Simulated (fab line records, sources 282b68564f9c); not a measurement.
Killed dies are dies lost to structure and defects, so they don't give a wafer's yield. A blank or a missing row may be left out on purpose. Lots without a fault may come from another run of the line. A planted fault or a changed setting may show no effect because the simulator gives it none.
A struck lot beside a sound one | flow rit_cmos | 15 steps out of a route of 202
Sound: wafers L924.1, L924.5, L924.6. Struck: wafers L918.2, L918.5, L918.6. The cause comes at the end.
At each step with rows: each side's tool, then ch and its chambers, then its first start. Under that, the readings that differ: sound wafers | struck wafers | difference of the means | sigmas: that difference in standard deviations of wafers without a fault.
alike: readings whose means differ by less than 2 such deviations, and words and numbers that are the same on both sides. not compared: withheld readings, readings that some wafer has no value for, bounds like >300 that may hide the same value, and numbers for which the record gives no deviation and whose values overlap.
The two part at a step that has a row with sigmas, a row that says differs or no value, or rows on one side only. Numbers that don't overlap but have no deviation are shown without sigmas and don't part them. A reading that every wafer of one side lacks parts them only if that side has two wafers or more.

first, 1 step without rows for these wafers: RIT_PRETRO_DEVELOP_05 (develop time 68 s).
RIT_PRETRO_OVL_MEAS_06:
  sound on overlay-01, day 5 04:25; struck on overlay-02, day 3 23:04
  alike: PRETRO_OVL
then, 2 steps without rows for these wafers: RIT_PRETRO_HARDBAKE_07 (time 120 s); RIT_PRETRO_IMPLANT_08.
RIT_PRETRO_STRIP_09: strips in O2, time 180 s.
  sound on plasma_asher-01 ch 0,1, day 5 04:52; struck on plasma_asher-02 ch 0,1, day 3 23:29
  alike: drypump_motor_current_A
  not compared: rf_hours_counter_h
RIT_PRETRO_TW_MEAS_10:
  sound on film_metro-04, day 5 05:02; struck on film_metro-04, day 3 23:40
  alike: PRETRO_TW
then, 5 steps without rows for these wafers: RIT_GATE_WET_ETCH_00 (etches SiO2 in BOE, target depth 56 nm, time 60 s); RIT_GATE_CLEAN_01 (cleans in SC1, time 600 s); RIT_GATE_CLEAN_02 (cleans in dHF, time 30 s); RIT_GATE_CLEAN_03 (cleans in SC2, time 600 s); RIT_GATE_CLEAN_04 (cleans in dHF, time 60 s).
RIT_FOX2_THK_MEAS_91:
  sound on film_metro-01, day 5 05:32; struck on film_metro-04, day 4 00:10
  alike: FIELD_OXIDE_LEFT_2_THK
-- the record jumps here: 5 days lie between the struck wafers' starts before and after (it left off in module FOX2 and takes up again in module GATE, whose first step shown is number 75 of the route) --
RIT_GATE_OXIDATION_05: target thk 3 nm, ox time 270 s.
  sound on furnace-03 ch 0, day 5 05:47; struck on furnace-02 ch 0, day 9 00:13
  alike: zone_power_centre_pct
then, 1 step without rows for these wafers: RIT_GATE_ANNEAL_06 (time 600 s).
RIT_M1_PROBE_99:
  sound on prober-02, day 6 08:40; struck on prober-01, day 10 01:28
  reading                             | sound             | struck            | difference | sigmas
  model.etest.nmos_0p15.gate_bv_v (V) | 4.937 4.91 4.917  | 4.487 4.476 4.479 | -0.441     |
  model.etest.pmos_0p15.gate_bv_v (V) | 4.797 4.776 4.768 | 4.364 4.351 4.345 | -0.427     |
  model.etest.pmos_0p15.bv_v (V)      | 5.729 5.719 5.697 | 5.392 5.389 5.389 | -0.325     |
  model.etest.pmos_0p3.bv_v (V)       | 5.728 5.718 5.696 | 5.392 5.389 5.389 | -0.324     |
  model.etest.nmos_0p3.bv_v (V)       | 5.472 5.481 5.466 | 5.331 5.318 5.311 | -0.153     |
  model.etest.nmos_0p15.bv_v (V)      | 5.472 5.481 5.466 | 5.331 5.318 5.311 | -0.153     |
  alike: killed_at_contacts, killed_at_front_end, killed_dies, killed_on_rim, killed_open, killed_short

WHERE THEY PART
Nowhere in this record.

WHY: what the simulator had put in
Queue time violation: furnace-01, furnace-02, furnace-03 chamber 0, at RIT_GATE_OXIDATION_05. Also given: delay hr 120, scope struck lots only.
